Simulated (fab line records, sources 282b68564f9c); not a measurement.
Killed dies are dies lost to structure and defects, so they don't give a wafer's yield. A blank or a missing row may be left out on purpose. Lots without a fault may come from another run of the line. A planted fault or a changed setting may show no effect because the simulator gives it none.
Problem report in the 8D (eight disciplines) form, filled by code | flow rit_cmos | the parts of the form that need people (team, actions taken, sign-off) are left out

1. THE PROBLEM
PRETRO_TW at RIT_PRETRO_TW_MEAS_10 reads a mean of 1089 on 6 wafers of 2 lots; wafers without a fault read 477 with a standard deviation of 6.4. That is +96 standard deviations from the usual mean.
First seen on wafer L560.2, day 4 04:43, on film_metro-03. The record holds 42 wafers of 14 lots with a number at this step. Rule for "out", or "out of limits": more than 4 standard deviations from the usual mean. The other wafers with a number count as sound.

2. WHAT IT IS AND WHAT IT IS NOT
question                    | is                           | is not
which readings at this step | PRETRO_TW                    | -
which lots                  | L560, L561                   | L551, L552, L553, L554, L555, L556, L557, L559, L569, L571, L572, L574
which wafers of those lots  | all that have a number       | -
read on which gauges        | film_metro-01, film_metro-03 | film_metro-02
when                        | from day 4 04:43             | up to then (24 sound wafers); but 12 sound wafers of L569, L571, L572, L574 came after

3. SUSPECTS, AND WHAT RULES EACH OUT
Counting: a tool at a process step up to the reading stays a suspect if it ran every lot that is out and no sound lot after the first of them.
- the gauge at RIT_PRETRO_TW_MEAS_10: ruled out. The wafers that are out were read on 2 gauges (film_metro-01, film_metro-03).
- litho_track-03 at RIT_NRETRO_COAT_01 (resist thk 1289 nm): ruled out as a lasting fault. Sound lots L572 ran on it after its first lot that is out, L560 (day 4 01:35).
Left after counting: nothing in the record.

4. THE CAUSE (what the simulator had put in)
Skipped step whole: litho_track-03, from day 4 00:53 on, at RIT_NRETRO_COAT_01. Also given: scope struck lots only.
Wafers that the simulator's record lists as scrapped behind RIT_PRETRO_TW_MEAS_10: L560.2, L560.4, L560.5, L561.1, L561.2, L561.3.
Counting ruled it out, wrongly: the rule takes a fault to strike every lot that its tool runs from its start on, and this one did not.

5. THE CHAIN OF EFFECTS, in route order
Each row: a reading whose mean over the struck wafers that have a number lies more than 3 standard deviations from the usual. Only readings for which the record gives a usual standard deviation are gone through. hours: the time from each lot's start at the first step in this table that gives one to its start at this step, as a median over the lots. sigmas: the change in usual standard deviations.
hours | step                  | reading   | usual | on struck wafers | change | sigmas
0     | RIT_PRETRO_TW_MEAS_10 | PRETRO_TW | 477   | 1089             | +612   | +96
Readings that are blank on the struck wafers while sound wafers have them: chill_plate_temp_C at RIT_NRETRO_COAT_01; dispense_pressure_kPa at RIT_NRETRO_COAT_01; NRETRO_OVL at RIT_NRETRO_OVL_MEAS_06.

6. WHAT WOULD HAVE CAUGHT IT SOONER
In this record the first reading out of limits at a measuring or inspecting step was taken at day 4 04:43, 4 hours after the fault began at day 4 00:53.
Between RIT_NRETRO_COAT_01 and RIT_PRETRO_TW_MEAS_10, RIT_NRETRO_OVL_MEAS_06 gave no NRETRO_OVL on the struck wafers, where sound wafers have one: a measuring or inspecting step that comes back empty is itself a sign.
At RIT_NRETRO_COAT_01 the tool's readings are blank on the struck wafers, where sound wafers have them: an empty tool record is the first sign, and it was there at once.
